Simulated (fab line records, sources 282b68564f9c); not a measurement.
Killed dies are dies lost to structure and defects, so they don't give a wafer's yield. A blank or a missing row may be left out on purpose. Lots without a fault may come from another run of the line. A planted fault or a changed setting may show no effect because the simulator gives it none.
Tool commonality check | flow rit_cmos | 14 lots, 42 wafers sampled

WHY IT WAS OPENED
At RIT_PRETRO_TW_MEAS_10 the reading PRETRO_TW is flagged on 2 of 14 lots. Wafers without a fault read 475, standard deviation 5.4.
Rule: a lot is flagged when every wafer of it that has a number lies more than 4 standard deviations from that mean, or none has a number. The other lots count as sound.

lot  | measured    | on            | PRETRO_TW, wafer by wafer | flag
L273 | day 2 10:37 | film_metro-03 | 474 474 469               |
L274 | day 2 14:44 | film_metro-02 | 467 467 467               |
L276 | day 3 05:56 | film_metro-04 | 421 422 421               | FLAGGED
L278 | day 3 14:35 | film_metro-02 | 409 412 410               | FLAGGED
L280 | day 3 19:30 | film_metro-03 | 477 473 475               |
L281 | day 4 02:59 | film_metro-03 | 476 478 478               |
L282 | day 4 07:53 | film_metro-04 | 479 480 479               |
L286 | day 5 02:47 | film_metro-03 | 474 473 475               |
L287 | day 5 05:49 | film_metro-04 | 482 480 480               |
L290 | day 5 23:42 | film_metro-03 | 477 476 474               |
L293 | day 6 13:59 | film_metro-04 | 481 482 481               |
L294 | day 6 19:04 | film_metro-04 | 482 482 482               |
L295 | day 7 02:51 | film_metro-02 | 471 469 473               |
L296 | day 7 04:28 | film_metro-03 | 475 477 474               |
The numbers of the flagged lots are 416 on average: -59 against the usual, or -11 standard deviations.

WHICH TOOL RAN EACH LOT
The record holds 1 process step before the reading, out of a route of 202 steps. In each cell: the tool, then ch and the chambers that the sampled wafers went through, then the start.
lot  | flag    | RIT_PRETRO_IMPLANT_08
L273 |         | implanter-02 ch 0, day 2 10:17
L274 |         | implanter-02 ch 0, day 2 14:26
L276 | FLAGGED | implanter-02 ch 0, day 3 05:36
L278 | FLAGGED | implanter-02 ch 0, day 3 14:16
L280 |         | implanter-04 ch 0, day 3 19:13
L281 |         | implanter-04 ch 0, day 4 02:41
L282 |         | implanter-04 ch 0, day 4 07:34
L286 |         | implanter-04 ch 0, day 5 02:29
L287 |         | implanter-04 ch 0, day 5 05:31
L290 |         | implanter-04 ch 0, day 5 23:25
L293 |         | implanter-04 ch 0, day 6 13:40
L294 |         | implanter-01 ch 0, day 6 18:44
L295 |         | implanter-02 ch 0, day 7 02:31
L296 |         | implanter-04 ch 0, day 7 04:09
What these steps do:
- RIT_PRETRO_IMPLANT_08
- RIT_PRETRO_TW_MEAS_10

FLAGGED OVER TOTAL, TOOL BY TOOL (the gauges that took the reading come last)
step                  | tool          | lots run | flagged | share of the flagged lots | sound lots run after its first flagged lot
RIT_PRETRO_IMPLANT_08 | implanter-01  | 1        | 0       | none                      | -
RIT_PRETRO_IMPLANT_08 | implanter-02  | 5        | 2       | all                       | 1 (L295)
RIT_PRETRO_IMPLANT_08 | implanter-04  | 8        | 0       | none                      | -
RIT_PRETRO_TW_MEAS_10 | film_metro-02 | 3        | 1       | some                      | 1 (L295)
RIT_PRETRO_TW_MEAS_10 | film_metro-03 | 6        | 0       | none                      | -
RIT_PRETRO_TW_MEAS_10 | film_metro-04 | 5        | 1       | some                      | 4 (L282,L287,L293,L294)

WHAT THE TABLE ALLOWS
1 row of the table ran every flagged lot: implanter-02 at RIT_PRETRO_IMPLANT_08.
- implanter-02 at RIT_PRETRO_IMPLANT_08: 2 of its 5 lots flagged. Sound lots ran on it after the first flagged one (L295), which a lasting fault on the whole tool wouldn't allow. Its own readings lie more than 4 standard deviations out on every wafer of the flagged lots: dose_ions_cm2, faraday_current_uA.
No row of the table ran every flagged lot and no sound lot after the first.

WHAT THE SIMULATOR HAD PUT IN
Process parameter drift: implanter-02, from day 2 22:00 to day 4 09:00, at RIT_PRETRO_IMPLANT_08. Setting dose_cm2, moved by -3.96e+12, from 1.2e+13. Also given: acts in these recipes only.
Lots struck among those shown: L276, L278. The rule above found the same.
